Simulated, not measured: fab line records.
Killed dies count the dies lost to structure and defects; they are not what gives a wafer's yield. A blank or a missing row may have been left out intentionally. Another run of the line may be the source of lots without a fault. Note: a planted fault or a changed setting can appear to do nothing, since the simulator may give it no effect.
Matching of chambers -- flow ritCmos -- RIT_GATE_ETCH_19 on rieSi-02 has 4 sister chambers
The step etches poly-Si in SF6/CHF3/O2, stops on SiO2, time 165 s, target depth 312.5 nm. 8 wafers are shown with their chamber, then 7 later ones without.

WAFERS PAIRED WITH THEIR CHAMBERS
wafer,chamber,throttleValvePct (%),drypumpMotorCurrentA (A)
L687.1,1,10.37,6.4
L687.3,2,10.06,5.6
L687.6,3,10.13,5.5
L689.2,2,10.05,5.5
L689.3,3,10.10,5.5
L689.6,0,10.06,4.9
L699.2,0,10.06,4.9
L699.4,1,10.38,6.4

WAFERS WITH NO CHAMBER GIVEN
wafer,throttleValvePct (%),drypumpMotorCurrentA (A)
L699.6,10.13,5.6
L701.3,10.06,4.9
L701.4,10.40,6.4
L701.5,10.40,6.4
L703.1,10.04,5.0
L703.5,10.06,5.6
L703.6,10.39,6.4

CHAMBER TAKEN BY EACH
wafer,from the rows above,in truth
L699.6,3,3
L701.3,0,0
L701.4,1,1
L701.5,1,1
L703.1,0,0
L703.5,2,2
L703.6,1,1
Correct placement for 7 of the 7. Number that these rows cannot place: 0. Number placed wrongly: 0.
How it was worked out, from the rows above alone: a wafer's distance from a chamber is the root of the sum, over the readings, of the square of ((its reading less the chamber's mean) divided by the reading's scatter). If the next closest chamber is less than 2 further off than the closest, the wafer can't be placed; otherwise it belongs to the closest. Each chamber's mean is taken over the wafers shown for it. The scatter: take each reading less its chamber's mean, square it, sum over the shown wafers, divide by the number of wafers less the number of chambers, and take the root.
